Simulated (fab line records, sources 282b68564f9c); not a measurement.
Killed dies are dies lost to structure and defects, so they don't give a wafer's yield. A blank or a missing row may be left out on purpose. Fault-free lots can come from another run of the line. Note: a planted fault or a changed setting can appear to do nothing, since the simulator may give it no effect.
fab line records    flow rit-cmos
record lots=6  wafers=18  last-day=7
route steps=202 shown SILICIDE@167 CONTACT@168
lots that met no fault: taken from a fault-free run of the same line
start-h: the number of hours between the record's first day and the start of the first shown wafer of the lot    wait-h: hours elapsed since this lot's preceding step    " identical to the entry in the row above    L1.1+2: several wafers, shown together as one row    - value missing, or start not given    * or withheld: withheld    < > ~ a bound
route shown NAME@n: NAME is a module with steps in the file, n the number in the route of the first one    usual: mean/standard deviation of fault-free wafers    same: alike in all rows    chamber/n: place in a boat    sites: per-site readings    _std_site: standard deviation of those values    _edge_site: mean of outer sites minus mean of inner sites    radius-mm: how far each site lies from the wafer's centre    mask NAME#n: copy n    behind: the last tool/chamber to shape the wafer    hold: what put the lot on hold/how long, in hours/how the hold closed    device: whichever transistor did not switch (one of n, p or np)    end of line: the tests these same wafers got at the end of their route    a step with no rows: only its recipe    killed: the dies lost at the first sort to structure and to defects; this is not the yield of the wafer    map: the dies of a wafer, with x for killed, . for not killed, _ for no die there
set.NAME: the run value of the setting; set.NAME@STEP: its run value at that earlier step    model.NAME: the simulator's own value behind a step, which no gauge read
lots at some steps of the route; a table a step, a row a wafer
services: a tool's chamber out of use, with start hour (start-h, from the record's first day; less than 0 if before it), hours out, and reason
## steps
# step RIT_SILICIDE_RTA_06
# recipe temp-c=750  time-s=10  idle-temp-c=25  ramp-up-s=5  ramp-down-s=10  cool-to-c=25  ambient=N2
# usual wafer_temp_C_max=753.7/1.5
# same time-s=10
lot.wafer  tool           chamber  start-h  wait-h  wafer_temp_C_max
L156.3     rtp-anneal-02  0        55.98    0.0     753.3
L156.4     "              0        "        "       752.8
L156.5     "              0        "        "       752.9
L157.1     rtp-anneal-01  0        60.25    0.0     756.5
L157.2     "              0        "        "       754.8
L157.4     "              0        "        "       755.9
L167.2     rtp-anneal-01  0        116.58   0.0     755.9
L167.5     "              0        "        "       755.8
L167.6     "              0        "        "       755.8
L168.2     rtp-anneal-01  0        122.46   0.0     754.4
L168.5     "              0        "        "       755.0
L168.6     "              0        "        "       754.9
L173.1     rtp-anneal-01  0        141.27   0.0     755.5
L173.3     "              0        "        "       755.5
L173.6     "              0        "        "       754.5
L175.3     rtp-anneal-01  0        149.95   0.0     754.2
L175.4     "              0        "        "       754.7
L175.6     "              0        "        "       754.7
# step RIT_CONTACT_CVD_00
# recipe material=SiO2  target-thk-nm=400  precursor=TEOS  temp-c=390  time-s=61  rf-w=400
# usual heater-power-w=311/51
# same time-s=61
lot.wafer  tool      chamber  start-h  wait-h  heater-power-w
L156.3     pecvd-03  0        56.02    0.0     230
L156.4     "         1        "        "       277
L156.5     "         2        "        "       336
L157.1     pecvd-04  1        60.32    0.1     407
L157.2     "         2        "        "       307
L157.4     "         0        "        "       271
L167.2     pecvd-01  1        116.64   0.0     254
L167.5     "         1        "        "       266
L167.6     "         2        "        "       356
L168.2     pecvd-03  2        122.52   0.0     299
L168.5     "         2        "        "       322
L168.6     "         0        "        "       290
L173.1     pecvd-01  0        141.34   0.1     270
L173.3     "         1        "        "       306
L173.6     "         1        "        "       299
L175.3     pecvd-03  0        150.00   0.0     272
L175.4     "         1        "        "       277
L175.6     "         2        "        "       323
# step RIT_CONTACT_THK_MEAS_01
# recipe reads=SiO2_of_CONTACT_CVD_00
# usual CONTACT_TEOS_THK=402/5.4
lot.wafer  tool           chamber  start-h  wait-h  CONTACT_TEOS_THK[nm]
L156.3     film-metro-02  -        56.09    0.0     400
L156.4     "              -        "        "       396
L156.5     "              -        "        "       404
L157.1     film-metro-01  -        60.37    0.0     401
L157.2     "              -        "        "       402
L157.4     "              -        "        "       415
L167.2     film-metro-02  -        116.70   0.0     391
L167.5     "              -        "        "       406
L167.6     "              -        "        "       400
L168.2     film-metro-01  -        122.58   0.0     386
L168.5     "              -        "        "       395
L168.6     "              -        "        "       403
L173.1     film-metro-02  -        141.39   0.0     401
L173.3     "              -        "        "       404
L173.6     "              -        "        "       408
L175.3     film-metro-04  -        150.07   0.0     399
L175.4     "              -        "        "       404
L175.6     "              -        "        "       395
# step RIT_CONTACT_HMDS_02
# recipe prime-time-s=60  prime-temp-c=140
# step RIT_CONTACT_COAT_03
# recipe resist=NOVOLAK  spin-rpm=3250  resist-thk-nm=1000
# step RIT_CONTACT_SOFTBAKE_04
# recipe resist=NOVOLAK  temp-c=90  time-s=60
# step RIT_CONTACT_EXPOSE_05
# recipe mask-id=M11  na=0.6  source-shape=conventional  sigma-outer=0.5  target-cd-nm=1000  dose-mj=250
# step RIT_CONTACT_PEB_06
# recipe resist=NOVOLAK  temp-c=withheld  time-s=withheld
# step RIT_CONTACT_DEVELOP_07
# recipe resist=NOVOLAK  develop-time-s=120  dev-temp-c=23
# step RIT_CONTACT_CD_MEAS_08
# recipe target-cd-nm=1000
# usual cd-nm=998.8/2.4
lot.wafer  tool       chamber  start-h  wait-h  cd-nm
L156.3     cd-sem-01  -        57.33    -       998.7
L156.4     "          -        "        "       999.9
L156.5     "          -        "        "       997.3
L157.1     cd-sem-01  -        61.39    -       1000.2
L157.2     "          -        "        "       999.5
L157.4     "          -        "        "       999.4
L167.2     cd-sem-01  -        117.74   -       998.6
L167.5     "          -        "        "       998.1
L167.6     "          -        "        "       1000.1
L168.2     cd-sem-01  -        123.62   -       997.2
L168.5     "          -        "        "       997.4
L168.6     "          -        "        "       998.9
L173.1     cd-sem-02  -        142.54   -       1000.9
L173.3     "          -        "        "       999.2
L173.6     "          -        "        "       999.7
L175.3     cd-sem-01  -        151.24   -       1000.7
L175.4     "          -        "        "       1002.9
L175.6     "          -        "        "       1000.1
# step RIT_CONTACT_OVL_MEAS_09
# usual CONTACT_OVL=-0.6/1.4
lot.wafer  tool        chamber  start-h  wait-h  CONTACT_OVL[nm]
L156.3     overlay-01  -        57.43    0.1     -1.7
L156.4     "           -        "        "       -0.8
L156.5     "           -        "        "       -1.5
L157.1     overlay-01  -        61.51    0.1     -1.2
L157.2     "           -        "        "       0.7
L157.4     "           -        "        "       0.6
L167.2     overlay-01  -        117.84   0.1     -1.1
L167.5     "           -        "        "       -1.9
L167.6     "           -        "        "       -1.0
L168.2     overlay-01  -        123.72   0.1     -2.0
L168.5     "           -        "        "       -1.4
L168.6     "           -        "        "       -2.0
L173.1     overlay-01  -        142.66   0.1     0.6
L173.3     "           -        "        "       -2.3
L173.6     "           -        "        "       -1.3
L175.3     overlay-01  -        151.33   0.1     0.4
L175.4     "           -        "        "       1.6
L175.6     "           -        "        "       0.1
# step RIT_CONTACT_HARDBAKE_10
# recipe resist=NOVOLAK  temp-c=140  time-s=60
# step RIT_CONTACT_ETCH_11
# recipe target-depth-a=4800  over-etch-frac=0.2  stop-on=TiSi2  chemistry=CHF3/CF4/Ar  target=SiO2  CHF3_flow_sccm=50  cf4-flow-sccm=10  Ar_flow_sccm=100  O2_flow_sccm=5  pressure-mtorr=100  rf-w=200  time-s=320
# usual CHF3_flow_sccm=49.98/0.14  O2_flow_sccm=4.999/0.016  drypump-motor-current-A=5.7/0.39  oes-product-au=0.983/0.015  throttle-valve-pct=8.90/0.12  time-s=320/0
lot.wafer  tool         chamber  start-h  wait-h  CHF3_flow_sccm  O2_flow_sccm  drypump-motor-current-A  oes-product-au  rf-hours-counter-h  throttle-valve-pct  time-s  model.NOVOLAK_of_CONTACT_COAT_03.thk-nm
L156.3     rie-diel-02  1        57.60    0.1     50.12           4.993         6.2                      1.007           5                   9.02                320     775.8
L156.4     "            2        "        "       49.75           5.010         6.1                      0.962           5                   8.88                320     769.4
L156.5     "            2        "        "       49.88           4.989         6.1                      0.973           -                   8.87                320     773.6
L157.1     rie-diel-04  0        61.71    0.1     49.95           5.022         5.6                      0.989           147                 8.75                320     766.3
L157.2     "            2        "        "       50.14           4.983         5.9                      0.992           40                  8.92                320     766.7
L157.4     "            3        "        "       50.14           4.980         5.3                      0.965           87                  8.76                320     769
L167.2     rie-diel-02  3        118.02   0.1     -               -             -                        -               -                   -                   -       884
L167.5     "            0        "        "       -               -             -                        -               -                   -                   -       886.4
L167.6     "            1        "        "       -               -             -                        -               -                   -                   -       887.3
L168.2     rie-diel-02  3        123.90   0.1     -               -             -                        -               -                   -                   -       878.8
L168.5     "            2        "        "       -               -             -                        -               -                   -                   -       881.5
L168.6     "            3        "        "       -               -             -                        -               -                   -                   -       879.1
L173.1     rie-diel-01  1        142.85   0.1     50.15           4.988         5.1                      0.983           138                 9.02                320     774.1
L173.3     "            2        "        "       49.70           4.998         5.7                      0.982           27                  8.63                320     773.8
L173.6     "            2        "        "       49.70           4.997         5.7                      0.981           -                   8.63                320     774.8
L175.3     rie-diel-04  0        151.50   0.1     50.05           4.982         5.6                      0.994           149                 8.76                320     765.2
L175.4     "            3        "        "       49.97           5.002         5.3                      0.968           89                  8.78                320     769.5
L175.6     "            1        "        "       49.97           4.984         5.6                      0.987           -                   8.86                320     770.8
# step RIT_CONTACT_STRIP_12
# recipe chemistry=O2  time-s=180  resist=NOVOLAK  platen-temp-c=withheld  power-w=500  pressure-mtorr=4000  o2-flow-sccm=4000
# usual drypump-motor-current-A=6.1/0.41
# same time-s=180
lot.wafer  tool             chamber  start-h  wait-h  drypump-motor-current-A  rf-hours-counter-h
L156.3     plasma-asher-03  1        57.85    0.2     6.3                      -
L156.4     "                0        "        "       5.9                      -
L156.5     "                1        "        "       6.3                      -
L157.1     plasma-asher-03  1        61.90    0.1     6.3                      42
L157.2     "                0        "        "       5.9                      42
L157.4     "                0        "        "       5.9                      -
L167.2     plasma-asher-04  0        118.22   0.1     6.8                      34
L167.5     "                0        "        "       6.8                      -
L167.6     "                1        "        "       5.5                      -
L168.2     plasma-asher-03  0        124.10   0.1     5.9                      50
L168.5     "                1        "        "       6.3                      -
L168.6     "                0        "        "       5.9                      -
L173.1     plasma-asher-04  1        143.04   0.1     5.5                      38
L173.3     "                1        "        "       5.5                      -
L173.6     "                0        "        "       6.8                      -
L175.3     plasma-asher-03  1        151.76   0.2     6.3                      -
L175.4     "                0        "        "       5.9                      -
L175.6     "                1        "        "       6.3                      -
# step RIT_CONTACT_CD_MEAS_90
# recipe target-cd-nm=1000
# usual cd-nm=998.7/2.4
lot.wafer  tool       chamber  start-h  wait-h  cd-nm
L156.3     cd-sem-01  -        58.01    0.1     998.5
L156.4     "          -        "        "       999.7
L156.5     "          -        "        "       997.0
L157.1     cd-sem-02  -        62.08    0.1     999.9
L157.2     "          -        "        "       1000.0
L157.4     "          -        "        "       999.8
L167.2     cd-sem-02  -        118.41   0.1     -
L167.5     "          -        "        "       -
L167.6     "          -        "        "       -
L168.2     cd-sem-02  -        124.29   0.1     -
L168.5     "          -        "        "       -
L168.6     "          -        "        "       -
L173.1     cd-sem-02  -        143.22   0.1     1001.3
L173.3     "          -        "        "       999.7
L173.6     "          -        "        "       999.9
L175.3     cd-sem-01  -        151.91   0.1     1001.5
L175.4     "          -        "        "       1002.7
L175.6     "          -        "        "       999.7
# step RIT_CONTACT_CLEAN_13
# recipe chemistry=SC1  mix=3:3:50  time-s=600  temp-c=75
## services
tool             chamber  start-h  hours  kind
plasma-asher-03  -        45.70    3.9    repair
rie-diel-02      0        51.41    5.0    repair
rie-diel-02      1        53.56    2.0    repair
pecvd-01         0        53.66    18.5   repair
pecvd-04         1        62.71    3.5    repair
plasma-asher-04  -        67.36    4.3    pm
rie-diel-02      0        76.21    10.0   repair
rie-diel-04      2        78.25    10.4   repair
pecvd-03         -        87.88    2.8    pm
pecvd-04         -        108.03   1.2    repair
rie-diel-01      -        120.40   0.3    repair
rie-diel-01      3        127.01   20.2   repair
rie-diel-01      0        133.54   6.1    repair
plasma-asher-03  -        142.21   2.9    repair
rie-diel-02      -        145.50   0.2    repair
## key
first-sign step=RIT_CONTACT_ETCH_11  reading=tool-record  direction=missing
effect step=RIT_CONTACT_CD_MEAS_90  reading=cd-nm  direction=missing
model-effect step=RIT_CONTACT_ETCH_11  value=NOVOLAK_of_CONTACT_COAT_03.thk-nm  without=769.8  struck=882.8
met-at RIT_CONTACT_ETCH_11
struck-wafers L167.2,L167.5,L167.6,L168.2,L168.5,L168.6
later-rows-left-out L167.2,L167.5,L167.6,L168.2,L168.5,L168.6
sort-left-out L167.2,L167.5,L167.6,L168.2,L168.5,L168.6
tester-left-out L167,L168
onset-between 57.60 118.02
fault kind=skipped-step-whole  tool=rie-diel-02  chamber=-  onset-h=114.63  steps=RIT_CONTACT_ETCH_11  scope=struck-lots-only
# tester-left-out: of these lots the tester's yield and bins aren't shown, on N5 and GAA mostly nor the transistor test; their killed dies are dies lost to structure and defects alone, not to doping, threshold or leakage, so they don't give the yield
# sort-left-out: the simulated sort isn't trusted on such a fault, so these wafers' sort isn't shown, and their yield isn't known
# later-rows-left-out: the simulator's readings of these wafers behind a module that went badly wrong aren't trusted and aren't shown, but for the sort
